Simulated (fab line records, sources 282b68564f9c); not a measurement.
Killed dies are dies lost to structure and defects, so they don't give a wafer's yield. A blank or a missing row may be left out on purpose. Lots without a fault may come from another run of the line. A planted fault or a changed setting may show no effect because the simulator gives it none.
A struck lot beside a sound one | flow rit_cmos | 18 steps out of a route of 202
Sound: wafers L880.2, L880.5, L880.6. Struck: wafers L874.1, L874.4, L874.6. The cause comes at the end.
At each step with rows: each side's tool, then ch and its chambers, then its first start. Under that, the readings that differ: sound wafers | struck wafers | difference of the means | sigmas: that difference in standard deviations of wafers without a fault.
alike: readings whose means differ by less than 2 such deviations, and words and numbers that are the same on both sides. not compared: withheld readings, readings that some wafer has no value for, bounds like >300 that may hide the same value, and numbers for which the record gives no deviation and whose values overlap.
The two part at a step that has a row with sigmas, a row that says differs or no value, or rows on one side only. Numbers that don't overlap but have no deviation are shown without sigmas and don't part them. A reading that every wafer of one side lacks parts them only if that side has two wafers or more.

first, 5 steps without rows for these wafers: RIT_NLDD_COAT_01 (resist thk 1000 nm); RIT_NLDD_SOFTBAKE_02 (time 60 s); RIT_NLDD_EXPOSE_03 (exposes mask M7, target cd 40700 nm); RIT_NLDD_PEB_04; RIT_NLDD_DEVELOP_05 (develop time 51.21 s).
RIT_NLDD_OVL_MEAS_06:
  sound on overlay-01, day 5 13:25; struck on overlay-01, day 4 02:35
  alike: NLDD_OVL
then, 2 steps without rows for these wafers: RIT_NLDD_HARDBAKE_07 (time 60 s); RIT_NLDD_IMPLANT_08.
RIT_NLDD_STRIP_09: strips in O2, time 180 s.
  sound on plasma_asher-01 ch 0,1, day 5 13:44; struck on plasma_asher-03 ch 0,1, day 4 02:56
  alike: drypump_motor_current_A
  not compared: rf_hours_counter_h
RIT_NLDD_TW_MEAS_10:
  sound on film_metro-04, day 5 13:56; struck on film_metro-01, day 4 03:07
  alike: NLDD_TW
then, 2 steps without rows for these wafers: RIT_PLDD_HMDS_00 (prime time 60 s); RIT_PLDD_COAT_01 (resist thk 1000 nm).
RIT_PLDD_SOFTBAKE_02: time 60 s.
  sound on litho_track-01 ch 0, day 5 14:18; struck on litho_track-02 ch 0, day 4 03:28
  reading                  | sound             | struck            | difference | sigmas
  heater_power_total_W (W) | 34.54 34.56 34.51 | 33.53 33.57 33.58 | -0.98      | -19
  plate_temp_C (C)         | 90.23 90.16 90.13 | 88.28 88.25 88.23 | -1.92      | -14
then, 2 steps without rows for these wafers: RIT_PLDD_EXPOSE_03 (exposes mask M8, target cd 40900 nm); RIT_PLDD_PEB_04.
RIT_PLDD_DEVELOP_05: develop time 50 s.
  sound on litho_track-01 ch 0; struck on litho_track-01 ch 0
  reading                                   | sound            | struck         | difference | sigmas
  model.NOVOLAK_of_PLDD_COAT_01.thk_nm (nm) | 1000 997.1 998.7 | 1010 1012 1011 | +12        |
RIT_PLDD_OVL_MEAS_06:
  sound on overlay-02, day 5 14:50; struck on overlay-01, day 4 04:01
  alike: PLDD_OVL
RIT_M1_PROBE_99:
  sound on prober-02, day 6 05:23; struck on prober-02, day 4 22:22
  reading            | sound | struck | difference | sigmas
  killed_at_contacts | 0 2 0 | 0 0 0  | -1         | -2
  alike: killed_at_front_end, killed_dies, killed_open, killed_short

WHERE THEY PART
First at RIT_PLDD_SOFTBAKE_02; last, within this record, at RIT_M1_PROBE_99.

WHY: what the simulator had put in
Process parameter drift: litho_track-02, from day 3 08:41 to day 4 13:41, at RIT_PLDD_SOFTBAKE_02. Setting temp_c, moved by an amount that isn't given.
